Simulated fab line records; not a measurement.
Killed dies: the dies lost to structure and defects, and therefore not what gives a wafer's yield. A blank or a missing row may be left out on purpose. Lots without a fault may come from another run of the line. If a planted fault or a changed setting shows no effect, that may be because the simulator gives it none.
A struck lot beside a sound one + flow rit_cmos + 27 steps out of a route of 202
Sound: wafers L953.4, L953.5, L953.6. Wafers L962.1, L962.3, L962.5 were the ones struck. The cause is given at the end.
Each step with rows lists, per side, the tool, then ch with its chambers, then its first start. Under that, the readings that differ: sound wafers + struck wafers + difference of the means + sigmas: that difference in standard deviations of wafers without a fault.
alike: readings whose means differ by less than 2 such deviations, and words and numbers that are the same on both sides. not compared: withheld readings, readings that some wafer has no value for, bounds like >300 that may hide the same value, and numbers for which the record gives no deviation and whose values overlap.
Wherever a step has rows on one side only, a row that says differs or no value, or a row with sigmas, the two part there. When numbers do not overlap yet have no deviation, they are printed without sigmas and do not part them. A reading that every wafer of one side lacks parts them only if that side has two wafers or more.

first, 4 steps without rows for these wafers: RIT_CONTACT_SOFTBAKE_04 (time 60 s); RIT_CONTACT_EXPOSE_05 (exposes mask M11, target cd 1000 nm); RIT_CONTACT_PEB_06; RIT_CONTACT_DEVELOP_07 (develop time 120 s).
RIT_CONTACT_CD_MEAS_08: the cd target is 1000 nm.
  sound: cd_sem-01 at day 4 03:43; struck: cd_sem-01 at day 5 21:19
  alike: cd_nm
RIT_CONTACT_OVL_MEAS_09:
  sound: overlay-01 at day 4 03:47; struck: overlay-02 at day 5 21:26
  alike: CONTACT_OVL
then, 1 step without rows for these wafers: RIT_CONTACT_HARDBAKE_10 (time 60 s).
RIT_CONTACT_ETCH_11: etches SiO2 in CHF3/CF4/Ar, stops on TiSi2, target depth 480 nm, time 320 s.
  sound on rie_diel-02 ch 0,1, day 4 03:58; struck on rie_diel-04 ch 0,1, day 5 21:37
  alike: cf4_flow_sccm, drypump_motor_current_A, oes_product_au, throttle_valve_pct
  not compared: rf_hours_counter_h
RIT_CONTACT_STRIP_12: strips in O2, time 180 s.
  sound on plasma_asher-04 ch 0,1, day 4 04:13; struck on plasma_asher-03 ch 1, day 5 21:49
| reading                     | sound       | struck      | difference | sigmas |
|-----------------------------|-------------|-------------|------------|--------|
| drypump_motor_current_A (A) | 5.1 5.7 5.1 | 6.7 6.7 6.7 | +1.4       | +3     |
  not compared: rf_hours_counter_h
RIT_CONTACT_CD_MEAS_90: the cd target is 1000 nm.
  sound: cd_sem-01 at day 4 04:23; struck: cd_sem-02 at day 5 21:59
  alike: cd_nm
then, 2 steps without rows for these wafers: RIT_CONTACT_CLEAN_13 (cleans in SC1, time 600 s); RIT_CONTACT_CLEAN_14 (cleans in SC2, time 600 s).
RIT_M1_SPUTTER_00: material Al, target thk 400 nm, time 500 s.
  sound: pvd_sputter-04 at day 4 04:50; struck: pvd_sputter-04 at day 5 22:28
  no value came back on the struck wafers for cathode_dc_power_W (W), chamber_pressure_pa (Pa), throttle_valve_pct (%); on the sound wafers cathode_dc_power_W (W) reads 1999.6 2000.2 2000.6
RIT_M1_RS_MEAS_01: measurement is done with a four-point probe.
  sound: film_metro-04 at day 4 05:11; struck: film_metro-04 at day 5 22:46
| reading           | sound                | struck | difference                    | sigmas |
|-------------------|----------------------|--------|-------------------------------|--------|
| M1_AL_RS (ohm/sq) | 0.0752 0.0753 0.0744 | - - -  | no value on the struck wafers |        |
RIT_M1_THK_MEAS_02: measures by xrf.
  sound: film_metro-04 at day 4 05:17; struck: film_metro-04 at day 5 22:53
| reading        | sound       | struck   | difference | sigmas |
|----------------|-------------|----------|------------|--------|
| M1_AL_THK (nm) | 386 390 394 | <0 <0 <0 | differs    |        |
then, 6 steps without rows for these wafers: RIT_M1_HMDS_03 (prime time 60 s); RIT_M1_COAT_04 (resist thk 1300 nm); RIT_M1_SOFTBAKE_05 (time 60 s); RIT_M1_EXPOSE_06 (exposes mask M12, target cd 2600 nm); RIT_M1_PEB_07; RIT_M1_DEVELOP_08 (develop time 68 s).
RIT_M1_CD_MEAS_09: the cd target is 2600 nm.
  sound: cd_sem-02 at day 4 06:15; struck: cd_sem-01 at day 5 23:56
  alike: cd_nm
RIT_M1_OVL_MEAS_10:
  sound: overlay-01 at day 4 06:20; struck: overlay-02 at day 6 00:04
  alike: M1_OVL
then, 1 step without rows for these wafers: RIT_M1_HARDBAKE_11 (time 120 s).
RIT_M1_METAL_ETCH_12: etches Al in Cl2/BCl3, stops on SiO2, time 165 s, target depth 600 nm.
  sound on rie_metal-01 ch 0,1, day 4 06:39; struck on rie_metal-01 ch 0,1, day 6 00:21
| reading               | sound             | struck            | difference | sigmas |
|-----------------------|-------------------|-------------------|------------|--------|
| mfc_cl2_sccm (sccm)   | 59.85 59.89 59.72 | 60.32 60.23 60.03 | +0.37      | +2     |
| oes_product_au (a.u.) | 0.774 0.771 0.779 | 0.337 0.336 0.338 | -0.438     | -50    |
  alike: drypump_motor_current_A, throttle_valve_pct
  not compared: rf_hours_counter_h
then, 1 step without rows for these wafers: RIT_M1_STRIP_13 (strips in nmp, time 600 s).
RIT_M1_PROBE_99:
  sound: prober-01 at day 4 09:00; struck: prober-02 at day 6 02:36
| reading                  | sound          | struck         | difference | sigmas      |
|--------------------------|----------------|----------------|------------|-------------|
| defect_limited_yield (%) | 97.0 96.2 96.6 | 0 0 0          | -97        | -80         |
| killed_at_M0_to_M3       | 0 0 0          | 264 263 263    | +263       | +99 or more |
| killed_at_front_end      | 8 10 9         | 0 1 1          | -8         | -3          |
| killed_dies              | 8 10 9         | 264 264 264    | +255       | +85         |
| killed_on_rim            | 2 3 4          | 70 70 70       | +67        | +48         |
| killed_short             | 6 5 5          | 0 1 0          | -5         | -3          |
| sort_bin_3_pad_short (%) | 0 0.8 0        | 23.1 25.8 23.5 | +23.9      | +99 or more |
| sort_bin_5_function (%)  | 1.1 1.9 2.3    | 75.4 71.2 75.4 | +72.2      | +94         |
| sort_n_pass              | 256 254 255    | 0 0 0          | -255       | -85         |
| sort_yield_pct (%)       | 97.0 96.2 96.6 | 0 0 0          | -97        | -80         |
  alike: killed_open, sort_bin_6_memory

## WHERE THEY PART
Last at RIT_M1_PROBE_99 as far as this record goes, first at RIT_CONTACT_STRIP_12.

WHY: the cause the simulator had injected
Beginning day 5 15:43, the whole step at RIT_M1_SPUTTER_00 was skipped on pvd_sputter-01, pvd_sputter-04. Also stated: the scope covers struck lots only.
